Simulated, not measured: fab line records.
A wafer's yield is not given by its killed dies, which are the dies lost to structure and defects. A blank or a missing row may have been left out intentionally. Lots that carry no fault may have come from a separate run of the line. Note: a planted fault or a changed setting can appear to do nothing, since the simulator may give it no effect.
fab line records -- flow berkeleyCmos170
record lots=14, wafers=42, lastDay=12
route steps=331 shown NVT@112
lots that met no fault: taken from a fault-free run of the same line
startH: the number of hours between the record's first day and the start of the first shown wafer of the lot -- waitH: hours since the lot's step before -- " as in the row above -- L1.1+2: a single row standing in for several wafers -- - value missing, or start not given -- * or withheld: withheld -- < > ~ a bound
route shown NAME@n: names a module that has steps shown in the file, with the first one's number in the route -- usual: average and standard deviation across the fault-free wafers -- same: alike in all rows -- chamber/n: place in a boat -- sites: readings site by site -- _std_site: their standard deviation -- _edge_site: the outer-site mean with the inner-site mean subtracted -- radiusMm: for every site, how far away it sits from the centre of the wafer -- mask NAME#n: copy n -- behind: the tool/chamber that last shaped the wafer -- hold: why the lot went on hold/how many hours it stayed there/how the hold came to an end -- device: the n, p or np transistor that did not switch -- end of line: the same wafers' tests at the end of the route -- where a step has no rows: the recipe by itself -- killed: count of dies lost to structure and defects at first sort (not the wafer's yield) -- map: per-die view of a wafer (x killed, . not killed, _ where there is no die)
set.NAME: the setting the step ran with; set.NAME@STEP: the setting that earlier step ran with -- model.NAME: the simulator's own value behind a step, which no gauge read
the route's steps for a sample of lots (tables are steps, rows are wafers)
services: when a tool's chamber went out of use (startH, in hours from the record's first day, below 0 if earlier), for how many hours, and the reason
## steps
# step UCB170_NVT_STRIP_08
# recipe chemistry=O2, powerW=400, pressureMtorr=3500, platenTempC=withheld, o2FlowSccm=400, overashFraction=0.5
# usual drypumpMotorCurrentA=5.7/0.58, oesProductAu=0.735/0.0043, overashFraction=0.5/0, stripTimeToEndpointS=21.61/0.06
lot.wafer,tool,chamber,startH,waitH,drypumpMotorCurrentA,oesProductAu,overashFraction,rfHoursCounterH,stripTimeToEndpointS
L523.2,plasmaAsher-01,0,114.90,0.1,6.1,0.736,0.5,33,21.57
L523.4,plasmaAsher-01,1,114.90,0.1,5.8,0.738,0.5,-,21.55
L523.6,plasmaAsher-01,0,114.90,0.1,6.1,0.730,0.5,-,21.52
L524.2,plasmaAsher-01,1,115.17,0.1,5.8,0.733,0.5,33,21.57
L524.4,plasmaAsher-01,1,115.17,0.1,5.8,0.731,0.5,-,21.62
L524.5,plasmaAsher-01,0,115.17,0.1,6.1,0.730,0.5,-,21.58
L526.1,plasmaAsher-01,1,124.31,0.1,5.8,0.743,0.5,34,21.59
L526.3,plasmaAsher-01,1,124.31,0.1,5.8,0.729,0.5,-,21.60
L526.6,plasmaAsher-01,1,124.31,0.1,5.8,0.733,0.5,-,21.56
L525.1,plasmaAsher-02,1,124.38,0.1,4.7,0.740,0.5,42,21.44
L525.4,plasmaAsher-02,0,124.38,0.1,6.4,0.733,0.5,-,21.52
L525.6,plasmaAsher-02,0,124.38,0.1,6.4,0.733,0.5,-,21.49
L527.1,plasmaAsher-02,1,140.38,0.1,4.7,0.732,0.5,42,21.56
L527.3,plasmaAsher-02,0,140.38,0.1,6.4,0.725,0.5,-,21.58
L527.5,plasmaAsher-02,1,140.38,0.1,4.7,0.735,0.5,-,21.66
L529.3,plasmaAsher-01,1,147.03,0.1,5.8,0.728,0.5,-,21.66
L529.4,plasmaAsher-01,0,147.03,0.1,6.1,0.732,0.5,-,21.62
L529.6,plasmaAsher-01,1,147.03,0.1,5.8,0.740,0.5,-,21.61
L533.2,plasmaAsher-01,1,153.10,0.1,5.8,0.734,0.5,38,21.55
L533.3,plasmaAsher-01,1,153.10,0.1,5.8,0.739,0.5,-,21.63
L533.5,plasmaAsher-01,1,153.10,0.1,5.8,0.738,0.5,-,21.62
L530.2,plasmaAsher-02,1,153.41,0.1,4.7,0.739,0.5,44,21.74
L530.4,plasmaAsher-02,0,153.41,0.1,6.4,0.728,0.5,-,21.60
L530.6,plasmaAsher-02,0,153.41,0.1,6.5,0.738,0.5,-,21.71
L531.1,plasmaAsher-02,0,153.84,0.1,6.4,0.744,0.5,44,21.70
L531.4,plasmaAsher-02,0,153.84,0.1,6.4,0.743,0.5,-,21.72
L531.5,plasmaAsher-02,0,153.84,0.1,6.4,0.740,0.5,-,21.70
L538.3,plasmaAsher-02,1,193.14,0.1,4.7,0.853,0.2,-,21.71
L538.5,plasmaAsher-02,1,193.14,0.1,4.7,0.859,0.2,-,21.68
L538.6,plasmaAsher-02,0,193.14,0.1,6.4,0.863,0.2,-,21.67
L540.1,plasmaAsher-02,1,204.73,0.1,4.7,0.854,0.2,49,21.61
L540.5,plasmaAsher-02,1,204.73,0.1,4.7,0.855,0.2,-,21.62
L540.6,plasmaAsher-02,0,204.73,0.1,6.4,0.863,0.2,-,21.68
L542.1,plasmaAsher-01,1,214.85,0.1,5.8,0.738,0.5,45,21.63
L542.5,plasmaAsher-01,0,214.85,0.1,6.1,0.745,0.5,-,21.58
L542.6,plasmaAsher-01,1,214.85,0.1,5.8,0.731,0.5,-,21.59
L543.1,plasmaAsher-04,1,215.10,0.1,5.4,0.732,0.5,51,21.57
L543.2,plasmaAsher-04,0,215.10,0.1,5.0,0.739,0.5,51,21.66
L543.6,plasmaAsher-04,1,215.10,0.1,5.5,0.732,0.5,-,21.59
L545.1,plasmaAsher-01,0,225.23,0.1,6.1,0.729,0.5,46,21.69
L545.2,plasmaAsher-01,1,225.23,0.1,5.8,0.738,0.5,46,21.71
L545.5,plasmaAsher-01,1,225.23,0.1,5.8,0.741,0.5,-,21.69
## services
tool,chamber,startH,hours,kind
plasmaAsher-04,-,94.13,15.8,repair
plasmaAsher-02,-,125.29,10.7,pm
plasmaAsher-04,-,136.16,13.9,pm
plasmaAsher-02,-,195.31,7.5,repair
plasmaAsher-02,-,200.49,1.3,repair
## key
firstSign step=UCB170_NVT_STRIP_08, reading=overashFraction, direction=down, sigmas=99+, usual=0.5, struck=0.2
effect step=UCB170_NVT_STRIP_08, reading=oesProductAu, direction=up, sigmas=28, usual=0.735, struck=0.858
metAt UCB170_NVT_STRIP_08
struckLots L538,L540
testerLeftOut L538,L540
loopTrim step=UCB170_M3_EXPOSE_12, setting=dose, lots=L538,L540
onsetBetween 153.84 193.14
fault kind=processParameterDrift, tool=plasmaAsher-02, chamber=-, onsetH=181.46, steps=UCB170_NVT_STRIP_08, channel=overashFraction, offset=-0.3, shape=step, endH=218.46, actsIn=theseRecipesOnly, stated=0.5
# testerLeftOut: of these lots the tester's yield and bins aren't shown, on N5 and GAA mostly nor the transistor test; their killed dies are dies lost to structure and defects alone, not to doping, threshold or leakage, so they don't give the yield
# loopTrim: a control loop set the setting to another value than it would have without faults
